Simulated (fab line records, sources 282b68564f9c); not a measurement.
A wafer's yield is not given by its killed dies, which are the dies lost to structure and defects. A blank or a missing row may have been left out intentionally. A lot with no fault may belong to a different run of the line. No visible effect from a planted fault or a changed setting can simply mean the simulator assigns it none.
Which of the tools did it? | flow ritCmos | 7 lots with 21 wafers sampled at 2 steps, on a route of 202 steps

## WHAT EACH GAUGE READ, for each wafer
RIT_NWELL_TW_MEAS_10.
lot  | measured    | on           | NWELL_TW
L834 | day 2 02:52 | filmMetro-02 | 2101 2103 2099
L837 | day 2 17:43 | filmMetro-01 | 2127 2138 2119
L840 | day 3 11:37 | filmMetro-02 | 2096 2099 2110
L843 | day 3 23:26 | filmMetro-04 | 2147 2143 2142
L848 | day 5 00:08 | filmMetro-04 | 2146 2132 2156
L851 | day 5 17:26 | filmMetro-02 | 2091 2098 2098
L853 | day 6 00:54 | filmMetro-04 | 2137 2132 2143

## EACH LOT AND THE TOOL THAT RAN IT (in order: tool; ch and the chambers of the sampled wafers; start)
lot  | RIT_ACTIVE_PEB_09
L834 | lithoTrack-04 ch 0, day 1 19:59
L837 | lithoTrack-03 ch 0, day 2 11:01
L840 | lithoTrack-03 ch 0, day 3 03:56
L843 | lithoTrack-02, day 3 16:19
L848 | lithoTrack-03 ch 0, day 4 17:22
L851 | lithoTrack-03 ch 0, day 5 10:39
L853 | lithoTrack-03 ch 0, day 5 18:20
- RIT_ACTIVE_PEB_09

## THE ANSWER, worked out from the rows above alone
Rule: what is usual is taken from the lots themselves. Put in order of their means at a reading, lots are off if they are a third of the lots or fewer, leave a main group of 4 or more, and stand apart from it by a gap of 3 or more times the standard deviation of the main group's means; of several such gaps the widest counts. Not used: any main group whose means are identical at the precision the tables above print for the reading. Also off: a lot with no number at a reading for which 4 or more lots have one. All remaining lots with rows at the step are treated as sound.
None of the lots is off at any reading shown; this tells nothing.

## WHAT HAD BEEN PUT IN BY THE SIMULATOR
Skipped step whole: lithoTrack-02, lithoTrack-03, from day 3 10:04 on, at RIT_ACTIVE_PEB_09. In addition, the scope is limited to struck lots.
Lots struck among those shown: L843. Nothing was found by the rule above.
